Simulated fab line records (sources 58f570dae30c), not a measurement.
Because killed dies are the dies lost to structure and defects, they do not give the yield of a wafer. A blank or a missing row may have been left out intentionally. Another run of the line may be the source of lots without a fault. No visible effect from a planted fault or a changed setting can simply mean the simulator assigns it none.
Chamber matching -- flow berkeley-cmos170 -- rie-diel-03 running UCB170_PWELL_ETCH_14: 4 sister chambers
The step etches Si3N4 in CH3F/Ar/O2, stops on SiO2, target depth 242 nm, time 151 s. 8 wafers are shown with their chamber, then 6 later ones without.

WAFERS PAIRED WITH THEIR CHAMBERS
wafer,chamber,throttle-valve-pct (%),oes-product-au (a.u.)
L110.6,0,8.17,0.925
L112.1,0,8.16,0.941
L112.3,2,8.21,0.956
L112.6,3,7.97,0.930
L115.1,2,8.20,0.972
L115.6,1,8.24,0.967
L119.1,3,7.99,0.925
L119.3,1,8.25,0.954

WAFERS MISSING THEIR CHAMBER
wafer,throttle-valve-pct (%),oes-product-au (a.u.)
L119.5,7.97,0.918
L124.1,8.22,0.945
L124.4,7.97,0.914
L126.3,8.20,0.960
L126.4,7.98,0.924
L126.5,8.24,0.948

CHAMBER TAKEN BY EACH
wafer,from the rows above,in truth
L119.5,3,3
L124.1,can't be placed: 2 or 1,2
L124.4,3,3
L126.3,2,2
L126.4,3,3
L126.5,1,1
Placed correctly: 5 of 6. Cannot be placed on the basis of these rows: 1; the candidates contain the true chamber in 1. Placed wrongly: 0.
How it was worked out, from the rows above alone: a wafer's distance from a chamber is the root of the sum, over the readings, of the square of ((its reading less the chamber's mean) divided by the reading's scatter). If the next closest chamber is less than 2 further off than the closest, the wafer can't be placed; otherwise it belongs to the closest. A chamber's mean is the mean of its shown wafers. The scatter: take each reading less its chamber's mean, square it, sum over the shown wafers, divide by the number of wafers less the number of chambers, and take the root.
